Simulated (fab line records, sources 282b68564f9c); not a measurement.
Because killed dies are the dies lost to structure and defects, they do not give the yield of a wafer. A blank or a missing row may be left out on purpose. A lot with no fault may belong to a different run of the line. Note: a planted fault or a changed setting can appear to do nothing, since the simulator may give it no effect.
A struck lot beside a sound one + flow rit-cmos + 15 steps out of a route of 202
Sound: wafers L633.3, L633.4, L633.6. Wafers L639.1, L639.3, L639.4 were the ones struck. Last of all comes the cause.
For every step that has rows: the tool of each side, followed by ch and its chambers, followed by its first start. Under that, the readings that differ: sound wafers + struck wafers + difference of the means + sigmas: that difference in standard deviations of wafers without a fault.
alike: a reading whose means differ by less than 2 such deviations, as well as words and numbers matching on both sides. not compared: withheld readings; readings where some wafer has no value; bounds like >300 that might hide an equal value; numbers whose values overlap and for which the record gives no deviation.
A row with sigmas, a row that says differs or no value, or rows on one side alone: a step with any of these is where the two part. Non-overlapping numbers with no deviation appear without sigmas and do not part them. Lack of a reading on every wafer of one side parts them only where that side has two or more wafers.

first, 1 step without rows for these wafers: RIT_SILICIDE_WET_ETCH_00 (etches SiO2 in BOE, target depth 14 nm, time 15 s).
RIT_SILICIDE_SPUTTER_01: material Ti, target thk 30 nm, time 240 s.
  struck on pvd-sputter-03, day 6 01:29; sound on pvd-sputter-03, day 4 18:37
  alike: throttle-valve-pct
RIT_SILICIDE_RS_MEAS_02: a four-point-probe measurement.
  struck on film-metro-01, day 6 01:38; sound on film-metro-03, day 4 18:48
  alike: SILICIDE_TI_RS
RIT_SILICIDE_THK_MEAS_03: measures by xrf.
  struck on film-metro-01, day 6 01:46; sound on film-metro-03, day 4 18:54
  alike: SILICIDE_TI_THK
RIT_SILICIDE_RTA_04: time 10 s, ramp up 5 s, ramp down 5 s.
  sound on rtp-anneal-02 ch 0, day 4 18:59; struck on rtp-anneal-02 ch 0, day 6 01:49
  alike: wafer_temp_C_max
then, 1 step without rows for these wafers: RIT_SILICIDE_WET_ETCH_05 (etches Ti in SPM, time 120 s).
RIT_SILICIDE_RTA_06: time 10 s, ramp up 5 s, ramp down 10 s.
  sound on rtp-anneal-01 ch 0, day 4 19:10; struck on rtp-anneal-01 ch 0, day 6 01:55
  alike: wafer_temp_C_max
RIT_CONTACT_CVD_00: deposits SiO2 from TEOS, target thk 400 nm, time 61 s.
  sound on pecvd-03 ch 0,1, day 4 19:15; struck on pecvd-03 ch 0,1, day 6 01:59
  alike: heater-power-w, susceptor-temp-C
RIT_CONTACT_THK_MEAS_01:
  struck on film-metro-04, day 6 02:02; sound on film-metro-04, day 4 19:19
  alike: CONTACT_TEOS_THK
then, 3 steps without rows for these wafers: RIT_CONTACT_HMDS_02 (prime time 60 s); RIT_CONTACT_COAT_03 (resist thk 1000 nm); RIT_CONTACT_SOFTBAKE_04 (time 60 s).
RIT_CONTACT_EXPOSE_05: exposes mask M11, target cd 1000 nm.
  sound on iline-stepper-02 ch 0, day 4 19:59; struck on iline-stepper-02 ch 0, day 6 02:33
| reading                         | sound             | struck               | difference | sigmas |
|---------------------------------|-------------------|----------------------|------------|--------|
| model.CONTACT.overlay-x-nm (nm) | 0.205 0.205 0.205 | 0.3129 0.3129 0.3129 | +0.1079    |        |
  alike: mask, stage-vel-mm-s
then, 1 step without rows for these wafers: RIT_CONTACT_PEB_06.
RIT_M1_PROBE_99:
  the record has rows for the struck wafers here (prober-01, day 6 08:22) and none for the sound ones

WHERE THEY PART
Only at RIT_M1_PROBE_99, as far as this record shows.

WHY: what had been put in by the simulator
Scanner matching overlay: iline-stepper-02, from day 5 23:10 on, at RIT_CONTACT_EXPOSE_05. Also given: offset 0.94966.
